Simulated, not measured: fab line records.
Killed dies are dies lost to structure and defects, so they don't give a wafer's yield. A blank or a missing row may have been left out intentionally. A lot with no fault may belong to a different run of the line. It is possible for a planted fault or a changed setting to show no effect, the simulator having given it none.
Which tool did it? / flow berkeleyCmos170 / Sampling: 14 lots, 41 wafers, 3 of 331 route steps

## WHAT THE GAUGES READ, wafer by wafer
UCB170_GATE_THK_MEAS_05. Usual: GATE_POLY_THK 214.8 nm, standard deviation 2.6.
lot=L600; measured=day 7 01:59; on=filmMetro-01; GATE_POLY_THK (nm)=217.6 217.4 214.9; flag=
lot=L602; measured=day 7 07:41; on=filmMetro-03; GATE_POLY_THK (nm)=213.2 214.1 213.8; flag=
lot=L603; measured=day 7 07:41; on=filmMetro-01; GATE_POLY_THK (nm)=213.0 212.7 212.3; flag=
lot=L604; measured=day 8 01:52; on=filmMetro-03; GATE_POLY_THK (nm)=214.5 213.6 215.3; flag=
lot=L606; measured=day 8 01:53; on=filmMetro-01; GATE_POLY_THK (nm)=215.2 215.1 215.2; flag=
lot=L608; measured=day 8 16:30; on=filmMetro-03; GATE_POLY_THK (nm)=210.9 208.9 210.6; flag=
lot=L614; measured=day 9 23:19; on=filmMetro-01; GATE_POLY_THK (nm)=215.2 214.0; flag=
lot=L613; measured=day 9 23:19; on=filmMetro-03; GATE_POLY_THK (nm)=214.2 213.2 211.8; flag=
lot=L616; measured=day 10 13:56; on=filmMetro-01; GATE_POLY_THK (nm)=217.9 216.8 219.0; flag=
lot=L618; measured=day 10 13:56; on=filmMetro-02; GATE_POLY_THK (nm)=219.6 218.9 217.0; flag=
lot=L617; measured=day 10 13:56; on=filmMetro-03; GATE_POLY_THK (nm)=221.7 220.3 220.1; flag=
lot=L619; measured=day 11 04:42; on=filmMetro-01; GATE_POLY_THK (nm)=214.9 213.1 213.2; flag=
lot=L621; measured=day 11 07:50; on=filmMetro-02; GATE_POLY_THK (nm)=214.2 216.5 214.1; flag=
lot=L623; measured=day 12 06:42; on=filmMetro-02; GATE_POLY_THK (nm)=213.4 213.6 214.4; flag=

## WHAT TOOL EACH LOT RAN ON (gives the tool, then ch and the chambers of the sampled wafers, and finally the start)
lot=L600; UCB170_PFIELD_STRIP_08=plasmaAsher-04 ch 1, day 4 19:44; UCB170_PVT_STRIP_08=plasmaAsher-03 ch 0,1, day 6 11:02
lot=L602; UCB170_PFIELD_STRIP_08=plasmaAsher-04 ch 0,1, day 5 04:52; UCB170_PVT_STRIP_08=plasmaAsher-02 ch 0,1, day 6 19:13
lot=L603; UCB170_PFIELD_STRIP_08=plasmaAsher-02 ch 0,1, day 5 05:07; UCB170_PVT_STRIP_08=plasmaAsher-01 ch 0, day 6 19:06
lot=L604; UCB170_PFIELD_STRIP_08=plasmaAsher-02 ch 0,1, day 5 18:34; UCB170_PVT_STRIP_08=plasmaAsher-03 ch 0,1, day 7 12:09
lot=L606; UCB170_PFIELD_STRIP_08=plasmaAsher-02 ch 0,1, day 6 01:43; UCB170_PVT_STRIP_08=plasmaAsher-01 ch 0,1, day 7 11:42
lot=L608; UCB170_PFIELD_STRIP_08=plasmaAsher-03 ch 0,1, day 6 16:47; UCB170_PVT_STRIP_08=plasmaAsher-03 ch 0,1, day 8 05:58
lot=L614; UCB170_PFIELD_STRIP_08=plasmaAsher-02 ch 0,1, day 7 17:18; UCB170_PVT_STRIP_08=plasmaAsher-03 ch 0,1, day 9 10:25
lot=L613; UCB170_PFIELD_STRIP_08=plasmaAsher-04 ch 0,1, day 7 17:31; UCB170_PVT_STRIP_08=plasmaAsher-01 ch 0,1, day 9 10:41
lot=L616; UCB170_PFIELD_STRIP_08=plasmaAsher-04 ch 0,1, day 8 10:40; UCB170_PVT_STRIP_08=plasmaAsher-01 ch 0,1, day 10 01:04
lot=L618; UCB170_PFIELD_STRIP_08=plasmaAsher-04 ch 0,1, day 8 14:32; UCB170_PVT_STRIP_08=plasmaAsher-02 ch 0,1, day 10 01:37
lot=L617; UCB170_PFIELD_STRIP_08=plasmaAsher-03 ch 0,1, day 8 14:49; UCB170_PVT_STRIP_08=plasmaAsher-01 ch 0, day 10 01:24
lot=L619; UCB170_PFIELD_STRIP_08=plasmaAsher-03 ch 1, day 9 00:17; UCB170_PVT_STRIP_08=plasmaAsher-01 ch 0,1, day 10 13:04
lot=L621; UCB170_PFIELD_STRIP_08=plasmaAsher-03 ch 0,1, day 9 09:03; UCB170_PVT_STRIP_08=plasmaAsher-03 ch 0,1, day 10 19:49
lot=L623; UCB170_PFIELD_STRIP_08=plasmaAsher-04 ch 0,1, day 9 23:40; UCB170_PVT_STRIP_08=plasmaAsher-01 ch 0,1, day 11 14:44
- UCB170_PFIELD_STRIP_08: strips in O2.
- UCB170_PVT_STRIP_08: strips in O2.

## WHAT THE TOOLS THEMSELVES READ (means of the sampled wafers that have a number; where no wafer has one, the mark that the record gives instead)
UCB170_PFIELD_STRIP_08. Usual: drypumpMotorCurrentA 5.9 A, standard deviation 0.39; oesProductAu 0.735 a.u., standard deviation 0.0049; stripTimeToEndpointS 21.63 s, standard deviation 0.084.
lot=L600; tool=plasmaAsher-04; drypumpMotorCurrentA (A)=5.3; oesProductAu (a.u.)=0.739; stripTimeToEndpointS (s)=21.67; flag=
lot=L602; tool=plasmaAsher-04; drypumpMotorCurrentA (A)=5.9; oesProductAu (a.u.)=0.731; stripTimeToEndpointS (s)=21.72; flag=
lot=L603; tool=plasmaAsher-02; drypumpMotorCurrentA (A)=5.9; oesProductAu (a.u.)=0.734; stripTimeToEndpointS (s)=21.70; flag=
lot=L604; tool=plasmaAsher-02; drypumpMotorCurrentA (A)=6.0; oesProductAu (a.u.)=0.735; stripTimeToEndpointS (s)=21.55; flag=
lot=L606; tool=plasmaAsher-02; drypumpMotorCurrentA (A)=6.3; oesProductAu (a.u.)=0.734; stripTimeToEndpointS (s)=21.57; flag=
lot=L608; tool=plasmaAsher-03; drypumpMotorCurrentA (A)=5.8; oesProductAu (a.u.)=0.729; stripTimeToEndpointS (s)=21.55; flag=
lot=L614; tool=plasmaAsher-02; drypumpMotorCurrentA (A)=6.2; oesProductAu (a.u.)=0.736; stripTimeToEndpointS (s)=21.62; flag=
lot=L613; tool=plasmaAsher-04; drypumpMotorCurrentA (A)=5.6; oesProductAu (a.u.)=0.734; stripTimeToEndpointS (s)=21.66; flag=
lot=L616; tool=plasmaAsher-04; drypumpMotorCurrentA (A)=5.9; oesProductAu (a.u.)=0.734; stripTimeToEndpointS (s)=21.62; flag=
lot=L618; tool=plasmaAsher-04; drypumpMotorCurrentA (A)=5.6; oesProductAu (a.u.)=0.734; stripTimeToEndpointS (s)=21.57; flag=
lot=L617; tool=plasmaAsher-03; drypumpMotorCurrentA (A)=5.9; oesProductAu (a.u.)=0.736; stripTimeToEndpointS (s)=21.54; flag=
lot=L619; tool=plasmaAsher-03; drypumpMotorCurrentA (A)=5.7; oesProductAu (a.u.)=0.731; stripTimeToEndpointS (s)=21.51; flag=
lot=L621; tool=plasmaAsher-03; drypumpMotorCurrentA (A)=5.8; oesProductAu (a.u.)=0.729; stripTimeToEndpointS (s)=21.63; flag=
lot=L623; tool=plasmaAsher-04; drypumpMotorCurrentA (A)=5.8; oesProductAu (a.u.)=0.735; stripTimeToEndpointS (s)=21.56; flag=

UCB170_PVT_STRIP_08. Usual: drypumpMotorCurrentA 6.1 A, standard deviation 0.37; oesProductAu 0.734 a.u., standard deviation 0.0044; stripTimeToEndpointS 21.62 s, standard deviation 0.065.
lot=L600; tool=plasmaAsher-03; drypumpMotorCurrentA (A)=5.9; oesProductAu (a.u.)=0.733; stripTimeToEndpointS (s)=21.63; flag=
lot=L602; tool=plasmaAsher-02; drypumpMotorCurrentA (A)=6.3; oesProductAu (a.u.)=0.739; stripTimeToEndpointS (s)=21.71; flag=
lot=L603; tool=plasmaAsher-01; drypumpMotorCurrentA (A)=6.5; oesProductAu (a.u.)=0.733; stripTimeToEndpointS (s)=21.72; flag=
lot=L604; tool=plasmaAsher-03; drypumpMotorCurrentA (A)=5.9; oesProductAu (a.u.)=0.736; stripTimeToEndpointS (s)=21.54; flag=
lot=L606; tool=plasmaAsher-01; drypumpMotorCurrentA (A)=6.2; oesProductAu (a.u.)=0.734; stripTimeToEndpointS (s)=21.62; flag=
lot=L608; tool=plasmaAsher-03; drypumpMotorCurrentA (A)=5.8; oesProductAu (a.u.)=0.732; stripTimeToEndpointS (s)=21.63; flag=
lot=L614; tool=plasmaAsher-03; drypumpMotorCurrentA (A)=5.8; oesProductAu (a.u.)=0.738; stripTimeToEndpointS (s)=21.64; flag=
lot=L613; tool=plasmaAsher-01; drypumpMotorCurrentA (A)=6.3; oesProductAu (a.u.)=0.734; stripTimeToEndpointS (s)=21.67; flag=
lot=L616; tool=plasmaAsher-01; drypumpMotorCurrentA (A)=6.3; oesProductAu (a.u.)=0.735; stripTimeToEndpointS (s)=21.61; flag=
lot=L618; tool=plasmaAsher-02; drypumpMotorCurrentA (A)=6.0; oesProductAu (a.u.)=0.738; stripTimeToEndpointS (s)=21.57; flag=
lot=L617; tool=plasmaAsher-01; drypumpMotorCurrentA (A)=6.5; oesProductAu (a.u.)=0.727; stripTimeToEndpointS (s)=21.52; flag=
lot=L619; tool=plasmaAsher-01; drypumpMotorCurrentA (A)=6.4; oesProductAu (a.u.)=0.734; stripTimeToEndpointS (s)=21.63; flag=
lot=L621; tool=plasmaAsher-03; drypumpMotorCurrentA (A)=5.8; oesProductAu (a.u.)=0.732; stripTimeToEndpointS (s)=21.63; flag=
lot=L623; tool=plasmaAsher-01; drypumpMotorCurrentA (A)=6.3; oesProductAu (a.u.)=0.734; stripTimeToEndpointS (s)=21.70; flag=

## THE ANSWER, worked out from the rows above alone
Rule: a lot is off if the mean of its wafers that have a number lies more than 3 standard deviations from the usual mean. A lot without any number at a reading at which 4 lots or more have one is off too. The other lots that the step has rows for count as sound. The gauges are gone through in route order, then the tools' own readings, and for those a lot's mean is taken as printed above. The first step at which some lot is off is used, and at that step the reading that is off furthest; a lot without a number counts as furthest.
Across all readings shown, no lot is off: no conclusion can be drawn from this.

## WHAT THE SIMULATOR HAD PUT IN
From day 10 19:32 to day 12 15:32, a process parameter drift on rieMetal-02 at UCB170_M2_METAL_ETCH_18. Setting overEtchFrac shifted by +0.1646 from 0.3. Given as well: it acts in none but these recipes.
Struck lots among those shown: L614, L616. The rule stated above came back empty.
